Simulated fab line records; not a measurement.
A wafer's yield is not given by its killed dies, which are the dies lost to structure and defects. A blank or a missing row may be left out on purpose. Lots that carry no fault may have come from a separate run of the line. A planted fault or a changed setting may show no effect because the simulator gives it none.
fab line records	flow berkeley-cmos170
record: lots: 15	wafers: 45	last-day: 11
route steps=331 shown GATE@141
lots with no fault: from the same line, run without faults
start-h: start of the lot's first displayed wafer, in hours after the record's first day	wait-h: hours since the lot's step before	" the same as in the row above	L1.1+2: a single row standing in for several wafers	- no value, or no start given	* or withheld: withheld	< > ~ a bound
route shown NAME@n: a module of which the file shows steps, and the number in the route of the first	usual: mean and standard deviation over wafers with no fault	same: alike in all rows	chamber/n: place in a boat	sites: each site's reading	_std_site: the standard deviation of these	_edge_site: outer sites' mean less inner sites'	radius-mm: how far each site lies from the wafer's centre	mask NAME#n: copy n	behind: the tool/chamber that last shaped the wafer	hold: cause of the lot's hold/its duration in hours/its outcome	device: transistor that didn't switch, given as n, p or np	end of line: tests of these same wafers at the route's end	a step given without rows: its recipe and nothing more	killed: not the wafer's yield, but the dies lost to structure and defects at the first sort	map: a wafer's dies, marking killed ones x, the rest . and places with no die _
set.NAME: the setting the step ran with; set.NAME@STEP: the setting that earlier step ran with	model.NAME: the simulator's own value behind a step, which no gauge read
the route's steps for a sample of lots (tables are steps, rows are wafers)
services: a tool's chamber out of use, with start hour (start-h, from the record's first day; less than 0 if before it), hours out, and reason
== steps ==
step: UCB170_GATE_ETCH_15
recipe: chemistry: HBr/Cl2	target: poly-Si	stop-on: SiO2	over-etch-frac: 0.3	icp-w: 300	bias-w: 150	time-s: 56.3	pressure-mtorr: 15	HBr_flow_sccm: 150	Cl2_flow_sccm: 50	target-depth-a: 2782
usual: drypump-motor-current-A: 5.9/0.6	oes-product-au: 0.834/0.016	run-length-s: 84.7/0.41	throttle-valve-pct: 26.50/0.23
lot.wafer	tool	chamber	start-h	wait-h	drypump-motor-current-A	oes-product-au	rf-hours-counter-h	run-length-s	throttle-valve-pct
L712.1	rie-si-01	3	131.00	-	6.8	0.823	94	84.6	26.78
L712.4	"	1	"	"	5.2	0.844	7	84.0	26.34
L712.6	"	0	"	"	6.0	0.824	-	85.0	26.68
L714.1	rie-si-02	2	131.24	-	4.9	0.796	89	85.2	26.26
L714.3	"	0	"	"	5.8	0.837	114	84.7	26.77
L714.5	"	0	"	"	5.8	0.837	-	84.8	26.77
L713.1	rie-si-01	1	131.49	-	5.2	0.842	7	84.1	26.34
L713.4	"	2	"	"	6.6	0.850	1	85.1	26.31
L713.6	"	3	"	"	6.8	0.833	-	84.2	26.78
L715.2	rie-si-02	2	137.56	-	5.0	0.800	89	84.6	26.26
L715.5	"	1	"	"	5.7	0.850	-	84.6	26.71
L715.6	"	0	"	"	5.8	0.822	-	84.5	26.78
L716.3	rie-si-01	2	137.88	-	6.6	0.854	1	84.8	26.29
L716.4	"	0	"	"	6.0	0.829	0	85.0	26.67
L716.6	"	2	"	"	6.6	0.849	-	84.9	26.29
L718.3	rie-si-02	1	150.54	-	5.7	0.850	82	84.5	26.70
L718.4	"	0	"	"	5.8	0.839	114	84.7	26.79
L718.6	"	0	"	"	5.8	0.839	-	84.9	26.78
L719.1	rie-si-02	3	158.00	-	5.9	0.848	0	84.3	26.27
L719.3	"	0	"	"	5.8	0.838	114	84.5	26.79
L719.5	"	1	"	"	5.7	0.851	-	84.5	26.72
L720.1	rie-si-01	3	171.22	-	6.8	0.829	94	84.2	26.80
L720.5	"	1	"	"	5.2	0.850	-	84.1	26.35
L720.6	"	2	"	"	6.6	0.851	-	84.9	26.30
L721.3	rie-si-02	3	179.33	-	5.9	1.002	0	62.5	26.28
L721.4	"	0	"	"	5.8	1.029	114	62.2	26.79
L721.6	"	1	"	"	5.7	1.031	-	62.1	26.71
L723.2	rie-si-02	2	188.86	-	4.9	0.974	89	61.8	26.27
L723.3	"	3	"	"	5.9	0.997	0	61.7	26.28
L723.6	"	2	"	"	5.0	0.976	-	62.2	26.27
L725.1	rie-si-01	0	189.10	-	6.0	0.820	0	85.2	26.67
L725.4	"	1	"	"	5.2	0.830	7	84.4	26.33
L725.5	"	3	"	"	6.8	0.809	-	84.0	26.77
L724.1	rie-si-02	2	189.68	-	4.9	0.976	90	62.1	26.26
L724.2	"	3	"	"	5.9	1.000	1	61.8	26.26
L724.6	"	0	"	"	5.8	1.023	-	62.2	26.77
L732.1	rie-si-01	1	221.45	-	5.2	0.838	8	84.1	26.36
L732.2	"	3	"	"	6.8	0.833	94	84.8	26.77
L732.4	"	0	"	"	6.0	0.820	0	85.7	26.66
L731.1	rie-si-01	3	221.73	-	6.8	0.821	94	84.0	26.77
L731.3	"	2	"	"	6.6	0.844	2	84.8	26.28
L731.6	"	3	"	"	6.8	0.830	-	84.4	26.77
L734.1	rie-si-01	3	228.06	-	6.8	0.831	94	84.1	26.78
L734.2	"	1	"	"	5.2	0.846	8	84.1	26.33
L734.6	"	2	"	"	6.6	0.854	-	84.9	26.29
== services ==
tool	chamber	start-h	hours	kind
rie-si-02	-	132.06	0.2	repair
rie-si-02	0	200.52	-	clean
rie-si-02	0	200.52	15.2	scheduled-down
rie-si-02	0	200.52	15.2	vent-cycle
rie-si-01	3	214.41	0.9	repair
== key ==
first-sign: step: UCB170_GATE_ETCH_15	reading: run-length-s	direction: down	sigmas: 56	usual: *	struck: *
effect: step: UCB170_GATE_ETCH_15	reading: oes-product-au	direction: up	sigmas: 11	usual: 0.834	struck: 1.001
met-at UCB170_GATE_ETCH_15
struck-lots L721,L723,L724
later-rows-left-out L721.3,L721.4,L721.6,L723.2,L723.3,L723.6,L724.1,L724.2,L724.6
sort-left-out L721.3,L721.4,L721.6,L723.2,L723.3,L723.6,L724.1,L724.2,L724.6
tester-left-out L721,L723,L724
onset-between 158.00 179.33
fault: kind: process-parameter-drift	tool: rie-si-02	chamber: -	onset-h: 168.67	steps: UCB170_GATE_ETCH_15	channel: time-s	offset: *	shape: step	end-h: 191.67	stated: *
tester-left-out: of these lots the tester's yield and bins aren't shown, on N5 and GAA mostly nor the transistor test; their killed dies are dies lost to structure and defects alone, not to doping, threshold or leakage, so they don't give the yield
sort-left-out: the simulated sort isn't trusted on such a fault, so these wafers' sort isn't shown, and their yield isn't known
later-rows-left-out: the simulator's readings of these wafers behind a module that went badly wrong aren't trusted and aren't shown, but for the sort
